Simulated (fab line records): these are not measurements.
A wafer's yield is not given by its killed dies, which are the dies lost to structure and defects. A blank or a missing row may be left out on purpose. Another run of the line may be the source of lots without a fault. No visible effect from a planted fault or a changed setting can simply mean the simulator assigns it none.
Which tool was responsible? + flow berkeleyCmos170 + 14 lots, 42 wafers sampled, at 3 steps of a route of 331

## WHAT THE GAUGES READ, wafer by wafer
UCB170_V1_BOW_MEAS_03. Usual: V1_BOW typically reads 18 um, with standard deviation 6.8.
| lot  | measured     | on           | V1_BOW (um) | flag |
|------|--------------|--------------|-------------|------|
| L531 | day 7 08:29  | filmMetro-04 | 15 10 18    |      |
| L532 | day 8 00:04  | filmMetro-02 | 18 14 16    |      |
| L533 | day 8 00:03  | filmMetro-04 | 26 14 21    |      |
| L534 | day 8 16:36  | filmMetro-01 | 24 27 27    |      |
| L536 | day 8 16:37  | filmMetro-04 | 25 11 21    |      |
| L537 | day 8 23:13  | filmMetro-04 | 21 19 25    |      |
| L541 | day 9 23:52  | filmMetro-04 | 43 42 30    |      |
| L543 | day 9 23:53  | filmMetro-01 | 33 44 27    |      |
| L548 | day 10 16:12 | filmMetro-04 | 31 27 18    |      |
| L547 | day 10 18:10 | filmMetro-04 | 20 6 18     |      |
| L550 | day 11 15:48 | filmMetro-01 | 13 15 15    |      |
| L551 | day 11 19:08 | filmMetro-01 | 14 11 12    |      |
| L553 | day 11 21:41 | filmMetro-01 | 19 20 7     |      |
| L554 | day 12 02:08 | filmMetro-01 | 23 18 16    |      |

UCB170_V1_THK_MEAS_04. Usual: V1_POLISHED_THK typically reads 1000.0 nm, with standard deviation 1.
| lot  | measured     | on           | V1_POLISHED_THK (nm) | flag |
|------|--------------|--------------|----------------------|------|
| L531 | day 7 08:36  | filmMetro-04 | 999.4 999.1 999.0    |      |
| L532 | day 8 00:11  | filmMetro-02 | 998.4 1000.0 1000.4  |      |
| L533 | day 8 00:10  | filmMetro-04 | 1000.5 1001.1 1001.6 |      |
| L534 | day 8 16:43  | filmMetro-01 | 1001.9 999.0 998.2   |      |
| L536 | day 8 16:44  | filmMetro-04 | 1000.5 999.6 1000.1  |      |
| L537 | day 8 23:19  | filmMetro-04 | 999.9 1000.2 1000.4  |      |
| L541 | day 9 23:58  | filmMetro-04 | 1978.0 1986.2 2035.1 | OFF  |
| L543 | day 9 23:59  | filmMetro-01 | 2018.8 2064.3 2054.5 | OFF  |
| L548 | day 10 16:19 | filmMetro-04 | 1002.2 1000.9 1000.1 |      |
| L547 | day 10 18:16 | filmMetro-04 | 1000.3 999.8 999.4   |      |
| L550 | day 11 15:54 | filmMetro-01 | 999.8 1000.3 998.9   |      |
| L551 | day 11 19:14 | filmMetro-01 | 999.7 999.5 1000.8   |      |
| L553 | day 11 21:48 | filmMetro-01 | 1002.2 1000.6 1000.6 |      |
| L554 | day 12 02:15 | filmMetro-01 | 1001.9 1000.0 1000.0 |      |

## WHAT TOOL EACH LOT RAN ON (gives the tool, then ch and the chambers of the sampled wafers, and finally the start)
| lot  | UCB170_V1_CMP_02              |
|------|-------------------------------|
| L531 | cmp-02 ch 0,2,3, day 7 08:13  |
| L532 | cmp-01 ch 1,2,3, day 7 23:45  |
| L533 | cmp-02 ch 0,1, day 7 23:45    |
| L534 | cmp-01 ch 0,3, day 8 16:18    |
| L536 | cmp-02 ch 0,2,3, day 8 16:24  |
| L537 | cmp-02 ch 0,1,2, day 8 22:56  |
| L541 | cmp-02 ch 0,2,3, day 9 23:38  |
| L543 | cmp-01 ch 0,1,2, day 9 23:41  |
| L548 | cmp-01 ch 1,2,3, day 10 15:54 |
| L547 | cmp-01 ch 0,2,3, day 10 17:58 |
| L550 | cmp-02 ch 0,1,3, day 11 15:28 |
| L551 | cmp-01 ch 0,1,3, day 11 18:57 |
| L553 | cmp-02 ch 0,1,2, day 11 21:26 |
| L554 | cmp-01 ch 0,2, day 12 01:53   |
- UCB170_V1_CMP_02: polishes SiO2.

## WHAT THE TOOLS THEMSELVES READ (means of the sampled wafers that have a number; where no wafer has one, the mark that the record gives instead)
UCB170_V1_CMP_02. Usual: edgeZonePressureFrac 1.000, standard deviation 0.005; headPressurePsi 6.001 psi, standard deviation 0.012; motorCurrentA 16.0 A, standard deviation 1.
| lot  | tool   | edgeZonePressureFrac | headPressurePsi (psi) | motorCurrentA (A) | flag |
|------|--------|----------------------|-----------------------|-------------------|------|
| L531 | cmp-02 | 1.001                | 6.002                 | 16.0              |      |
| L532 | cmp-01 | 1.003                | 6.009                 | 16.2              |      |
| L533 | cmp-02 | 0.997                | 5.985                 | 15.2              |      |
| L534 | cmp-01 | 1.002                | 6.004                 | 15.8              |      |
| L536 | cmp-02 | 1.003                | 5.999                 | 15.8              |      |
| L537 | cmp-02 | 1.002                | 5.999                 | 15.8              |      |
| L541 | cmp-02 | -                    | -                     | -                 | OFF  |
| L543 | cmp-01 | -                    | -                     | -                 | OFF  |
| L548 | cmp-01 | 1.001                | 6.010                 | 16.5              |      |
| L547 | cmp-01 | 1.005                | 6.010                 | 16.1              |      |
| L550 | cmp-02 | 1.002                | 5.994                 | 16.2              |      |
| L551 | cmp-01 | 1.000                | 6.005                 | 16.8              |      |
| L553 | cmp-02 | 0.997                | 6.000                 | 15.2              |      |
| L554 | cmp-01 | 1.000                | 6.003                 | 16.5              |      |

## THE ANSWER, worked out from the rows above alone
Rule: a lot counts as off when the mean over its wafers that have a number is more than 3 standard deviations away from the usual mean. Also off: a lot with no number at a reading for which 4 or more lots have one. All remaining lots with rows at the step are treated as sound. The gauges are gone through in route order, then the tools' own readings, and for those a lot's mean is taken as printed above. The first step at which some lot is off is used, and at that step the reading that is off furthest; a lot without a number counts as furthest.
Off: L541, L543, seen at UCB170_V1_THK_MEAS_04 (V1_POLISHED_THK).
A tool fits if, at a process step before that reading, it ran every lot that is off, and no sound lot after the first of them. Not tried: the gauges at UCB170_V1_THK_MEAS_04; whatever is off there is also off at UCB170_V1_CMP_02, on other tools, and gauge error can't account for it. Not one of the candidates tried fits.

## WHAT HAD BEEN PUT IN BY THE SIMULATOR
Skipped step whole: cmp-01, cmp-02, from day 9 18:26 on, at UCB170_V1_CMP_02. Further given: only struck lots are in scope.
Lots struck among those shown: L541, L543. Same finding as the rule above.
